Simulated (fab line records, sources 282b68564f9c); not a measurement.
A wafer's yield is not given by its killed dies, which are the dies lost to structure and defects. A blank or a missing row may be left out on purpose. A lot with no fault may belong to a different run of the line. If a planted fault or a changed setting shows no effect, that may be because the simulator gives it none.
Lot-split experiment    flow rit-cmos    5 lots, 23 wafers read, on a route of 202 steps

## THE SPLIT
At RIT_NWELL_COAT_01 (resist thk 1300 nm), the setting spin-rpm was moved away from the recipe's 2000 rpm on 5 of the 23 wafers read, by -5.9% to +6.9%. This setting was run at the recipe's value on the other wafers.

## FROM THE SPLIT TO THE READING: what the file shows between them, 3 steps
- RIT_NWELL_SOFTBAKE_02: time 60 s
- RIT_NWELL_EXPOSE_03: exposes mask M2, target cd 43900 nm
- RIT_NWELL_DEVELOP_05: develop time 68 s

## THE READING
NOVOLAK_of_NWELL_COAT_01.thk-nm (the simulator's own value, which no gauge read), in nm, at RIT_NWELL_HARDBAKE_07 (time 120 s). The file does not state a usual value for it. Here, 18 wafers ran the recipe; their average is 1135 nm with a standard deviation of 2.8 nm.

wafer   tool, chamber at the split  spin-rpm as run, rpm  against the recipe  NOVOLAK_of_NWELL_COAT_01.thk-nm, nm  against lot-mates on the recipe
L077.2  litho-track-03, 0           2000                  recipe              1131                                 -
L077.3  litho-track-03, 0           2000                  recipe              1132                                 -
L077.5  litho-track-03, 0           2000                  recipe              1134                                 -
L078.1  litho-track-04, 0           2000                  recipe              1136                                 -
L078.3  litho-track-04, 0           2000                  recipe              1136                                 -
L078.4  litho-track-04, 0           2000                  recipe              1141                                 -
L078.5  litho-track-04, 0           2000                  recipe              1132                                 -
L078.6  litho-track-04, 0           2000                  recipe              1137                                 -
L082.1  litho-track-03, 0           2000                  recipe              1136                                 -
L082.2  litho-track-03, 0           1882                  -5.9%               1172                                 +36
L082.3  litho-track-03, 0           2000                  recipe              1138                                 -
L082.4  litho-track-03, 0           1882                  -5.9%               1173                                 +37
L082.6  litho-track-03, 0           2000                  recipe              1133                                 -
L083.2  litho-track-03, 0           2000                  recipe              1131                                 -
L083.3  litho-track-03, 0           2139                  +6.9%               1097                                 -35
L083.4  litho-track-03, 0           2139                  +6.9%               1097                                 -35
L083.5  litho-track-03, 0           2139                  +6.9%               1097                                 -35
L083.6  litho-track-03, 0           2000                  recipe              1133                                 -
L085.1  litho-track-04, 0           2000                  recipe              1139                                 -
L085.4  litho-track-04, 0           2000                  recipe              1139                                 -
L085.2  litho-track-04, 0           2000                  recipe              1134                                 -
L085.5  litho-track-04, 0           2000                  recipe              1135                                 -
L085.6  litho-track-04, 0           2000                  recipe              1136                                 -

FIT RESULTS
A straight line over all 23 wafers: NOVOLAK_of_NWELL_COAT_01.thk-nm changes by -5.79 nm for each +1% of spin-rpm; r = -0.99; the points scatter about the line by 2.9 nm.
The same after taking each lot's own level away (the mean of its wafers on the recipe; 23 wafers): -5.46 nm for each +1%; r = -0.99; scatter 2.6 nm.
On that fit, the largest move of spin-rpm shifts the reading by 38 nm.
Across the lots, their own levels run from 1132.0 to 1136.6 nm, a range of 1.6 times the standard deviation given above.
The two slopes agree, so the slope changes little with the lot-to-lot level.
Check: for one of the wafers moved furthest among these (+6.9%), held out of the fit, the line's prediction against its lot-mates is -37.9 nm. It came out at -35 nm against them.

## OTHER SPLITS ON THESE WAFERS
Before the reading, these wafers also passed through other splits. Each is held against what the fit with the lots' levels taken away leaves over:
other split on the same wafers  wafers away from the commonest value  r with NOVOLAK_of_NWELL_COAT_01.thk-nm (lot level and that fit taken away)
RIT_ACTIVE_SOFTBAKE_07 time-s   5                                     +0.02

## THE WHOLE CHAIN: every reading that the file lists as answering this split, in the file's order
step                   what it does        reading                                                                           change (the file's fit)               r (the file's)
RIT_NWELL_COAT_01      resist thk 1300 nm  NOVOLAK_of_NWELL_COAT_01.thk-nm (the simulator's own value, which no gauge read)  -6.46 nm for each +1% of the setting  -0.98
RIT_NWELL_HARDBAKE_07  time 120 s          NOVOLAK_of_NWELL_COAT_01.thk-nm (the simulator's own value, which no gauge read)  -5.56 nm for each +1% of the setting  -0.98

## THE FILE'S OWN FIT
NOVOLAK_of_NWELL_COAT_01.thk-nm changes by -5.56 nm for each +1% of spin-rpm, r = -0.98.
